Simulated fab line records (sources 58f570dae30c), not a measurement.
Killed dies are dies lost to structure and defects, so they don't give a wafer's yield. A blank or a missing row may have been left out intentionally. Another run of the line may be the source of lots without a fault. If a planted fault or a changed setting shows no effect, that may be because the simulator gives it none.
Check for tools in common + flow berkeleyCmos170 + 45 wafers sampled across 15 lots

THE REASON FOR OPENING IT
3 of 15 lots carry a flag on the reading PLDD_RS at UCB170_SDANNEAL_RS_MEAS_04. Wafers without a fault read 1031.7 ohm/sq, standard deviation 2.8.
Rule: a lot is flagged in two cases, either no wafer of it has a number, or all its wafers with numbers fall more than 4 standard deviations from that mean. The other lots count as sound.

| lot  | measured     | on           | PLDD_RS (ohm/sq), wafer by wafer | flag    |
|------|--------------|--------------|----------------------------------|---------|
| L594 | day 6 10:26  | filmMetro-01 | 1028.3 1029.2 1030.2             |         |
| L593 | day 6 15:02  | filmMetro-04 | 1029.7 1028.6 1031.2             |         |
| L595 | day 7 09:46  | filmMetro-04 | 1033.5 1030.7 1034.1             |         |
| L597 | day 7 21:48  | filmMetro-03 | 1029.2 1030.2 1028.3             |         |
| L599 | day 7 22:13  | filmMetro-04 | 1036.0 1036.7 1032.5             |         |
| L598 | day 7 22:40  | filmMetro-01 | 1029.1 1025.4 1024.9             |         |
| L601 | day 8 07:26  | filmMetro-04 | 1034.1 1034.4 1031.2             |         |
| L600 | day 8 08:19  | filmMetro-04 | 1030.9 1034.9 1028.5             |         |
| L602 | day 9 03:07  | filmMetro-04 | 1033.2 1032.9 1036.6             |         |
| L609 | day 10 00:26 | filmMetro-04 | 1038.1 1034.9 1037.4             |         |
| L608 | day 10 00:56 | filmMetro-01 | 1034.7 1029.5 1031.8             |         |
| L611 | day 10 16:48 | filmMetro-04 | 1009.9 1006.1 1006.1             | FLAGGED |
| L612 | day 10 16:55 | filmMetro-03 | 1004.0 1000.5 1004.8             | FLAGGED |
| L613 | day 10 16:56 | filmMetro-01 | 1004.7 1004.6 1004.5             | FLAGGED |
| L616 | day 11 00:26 | filmMetro-04 | 1033.2 1031.2 1032.5             |         |
The mean of the flagged lots' numbers is 1005.0 ohm/sq, -26.7 ohm/sq from the usual (-10 standard deviations).

LOT BY LOT: THE TOOL USED
The record keeps 1 process step preceding the reading, out of 331 steps on the route. Every cell lists first the tool, next ch and the chambers used by the sampled wafers, and last the start.
| lot  | flag    | UCB170_SPACER_ANNEAL_02       |
|------|---------|-------------------------------|
| L594 |         | furnace-04 ch 0, day 6 04:20  |
| L593 |         | furnace-03 ch 0, day 6 08:26  |
| L595 |         | furnace-04 ch 0, day 7 02:34  |
| L597 |         | furnace-03 ch 0, day 7 12:10  |
| L599 |         | furnace-03 ch 0, day 7 12:10  |
| L598 |         | furnace-03 ch 0, day 7 12:10  |
| L601 |         | furnace-01 ch 0, day 8 00:51  |
| L600 |         | furnace-01 ch 0, day 8 00:51  |
| L602 |         | furnace-01 ch 0, day 8 19:24  |
| L609 |         | furnace-04 ch 0, day 9 16:24  |
| L608 |         | furnace-04 ch 0, day 9 16:24  |
| L611 | FLAGGED | furnace-04 ch 0, day 10 06:11 |
| L612 | FLAGGED | furnace-04 ch 0, day 10 06:11 |
| L613 | FLAGGED | furnace-04 ch 0, day 10 06:11 |
| L616 |         | furnace-01 ch 0, day 10 16:05 |
These steps, and what they do:
- UCB170_SPACER_ANNEAL_02: time 1800 s.
- UCB170_SDANNEAL_RS_MEAS_04: measures by four-point-probe.

FLAGGED AGAINST TOTAL, ONE TOOL AT A TIME (gauges that did the reading follow at the end)
| step                       | tool         | lots run | flagged | share of the flagged lots | sound lots run after its first flagged lot |
|----------------------------|--------------|----------|---------|---------------------------|--------------------------------------------|
| UCB170_SPACER_ANNEAL_02    | furnace-01   | 4        | 0       | none                      | -                                          |
| UCB170_SPACER_ANNEAL_02    | furnace-03   | 4        | 0       | none                      | -                                          |
| UCB170_SPACER_ANNEAL_02    | furnace-04   | 7        | 3       | all                       | 0                                          |
| UCB170_SDANNEAL_RS_MEAS_04 | filmMetro-01 | 4        | 1       | some                      | 0                                          |
| UCB170_SDANNEAL_RS_MEAS_04 | filmMetro-03 | 2        | 1       | some                      | 0                                          |
| UCB170_SDANNEAL_RS_MEAS_04 | filmMetro-04 | 9        | 1       | some                      | 1 (L616)                                   |

WHAT THE TABLE ALLOWS
In the table, 1 row covers all flagged lots: furnace-04 at UCB170_SPACER_ANNEAL_02.
- furnace-04 at UCB170_SPACER_ANNEAL_02 ran 7 lots, 3 of them flagged. It ran its last sound lot, L608, at day 9 16:24 and its first flagged lot, L611, at day 10 06:11: a fault with its onset between the two fits. Its own readings (spikeTcLoadC, tubeCenterTempC, tube_center_temp_C_max) fall more than 4 standard deviations out on all wafers of the flagged lots.
One tool is left: furnace-04 at UCB170_SPACER_ANNEAL_02.

WHAT HAD BEEN PUT IN BY THE SIMULATOR
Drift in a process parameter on furnace-04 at UCB170_SPACER_ANNEAL_02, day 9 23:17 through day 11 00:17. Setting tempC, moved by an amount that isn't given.
Lots struck among those shown: L611, L612, L613. The rule above found the same.
